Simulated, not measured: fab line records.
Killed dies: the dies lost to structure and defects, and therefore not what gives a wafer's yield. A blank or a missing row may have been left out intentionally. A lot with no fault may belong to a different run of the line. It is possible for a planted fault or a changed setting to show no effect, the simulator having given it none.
Which tool is to blame? / flow ritCmos / 18 wafers from 6 lots sampled at 2 of the route's 202 steps

## WHAT THE GAUGES READ, wafer by wafer
RIT_SILICIDE_RS_MEAS_02: uses a four-point probe to measure.
lot=L789; measured=day 3 07:45; on=filmMetro-03; SILICIDE_TI_RS (ohm/sq)=48.2 48.2 47.0
lot=L793; measured=day 4 03:55; on=filmMetro-03; SILICIDE_TI_RS (ohm/sq)=85.0 84.2 86.9
lot=L796; measured=day 4 18:33; on=filmMetro-04; SILICIDE_TI_RS (ohm/sq)=48.3 48.4 48.2
lot=L800; measured=day 5 14:18; on=filmMetro-04; SILICIDE_TI_RS (ohm/sq)=48.2 49.1 48.3
lot=L804; measured=day 6 12:14; on=filmMetro-03; SILICIDE_TI_RS (ohm/sq)=48.1 48.1 48.0
lot=L808; measured=day 7 14:55; on=filmMetro-01; SILICIDE_TI_RS (ohm/sq)=47.3 47.8 47.7

## WHAT TOOL EACH LOT RAN ON (gives the tool, then ch and the chambers of the sampled wafers, and finally the start)
lot=L789; RIT_SILICIDE_SPUTTER_01=pvdSputter-04, day 3 07:36
lot=L793; RIT_SILICIDE_SPUTTER_01=pvdSputter-04, day 4 03:44
lot=L796; RIT_SILICIDE_SPUTTER_01=pvdSputter-02, day 4 18:24
lot=L800; RIT_SILICIDE_SPUTTER_01=pvdSputter-01, day 5 14:09
lot=L804; RIT_SILICIDE_SPUTTER_01=pvdSputter-02, day 6 12:05
lot=L808; RIT_SILICIDE_SPUTTER_01=pvdSputter-02, day 7 14:46
- RIT_SILICIDE_SPUTTER_01: material Ti, target thk 30 nm, time 240 s.

## THE ANSWER, worked out from the rows above alone
Rule: usual is defined by the lots themselves. Put in order of their means at a reading, lots are off if they are a third of the lots or fewer, leave a main group of 4 or more, and stand apart from it by a gap of 3 or more times the standard deviation of the main group's means; of several such gaps the widest counts. The tables above print the reading to a certain number of digits; a main group whose means all agree to those digits is not used. A lot without any number at a reading at which 4 lots or more have one is off too. All remaining lots with rows at the step are treated as sound.
Off: L793, seen at RIT_SILICIDE_RS_MEAS_02 (SILICIDE_TI_RS). Mean 48.1 ohm/sq and standard deviation 0.33 in the main group.
If a tool, at a process step before that reading, ran all the lots that are off and no sound lot after the first of them, it fits. Gauges at RIT_SILICIDE_RS_MEAS_02: tried the same way as those tools. One fits: pvdSputter-04 at RIT_SILICIDE_SPUTTER_01. A fault onset in the window from L789 (day 3 07:36, its last sound lot) to L793 (day 4 03:44, its first lot off) fits.

## WHAT THE SIMULATOR PUT IN
Site profile drift: pvdSputter-04, from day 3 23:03 on, at RIT_SILICIDE_SPUTTER_01. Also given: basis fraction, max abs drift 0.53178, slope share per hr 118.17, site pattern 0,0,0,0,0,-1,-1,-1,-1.
Struck lots among those shown: L793. This agrees with what the rule above found.
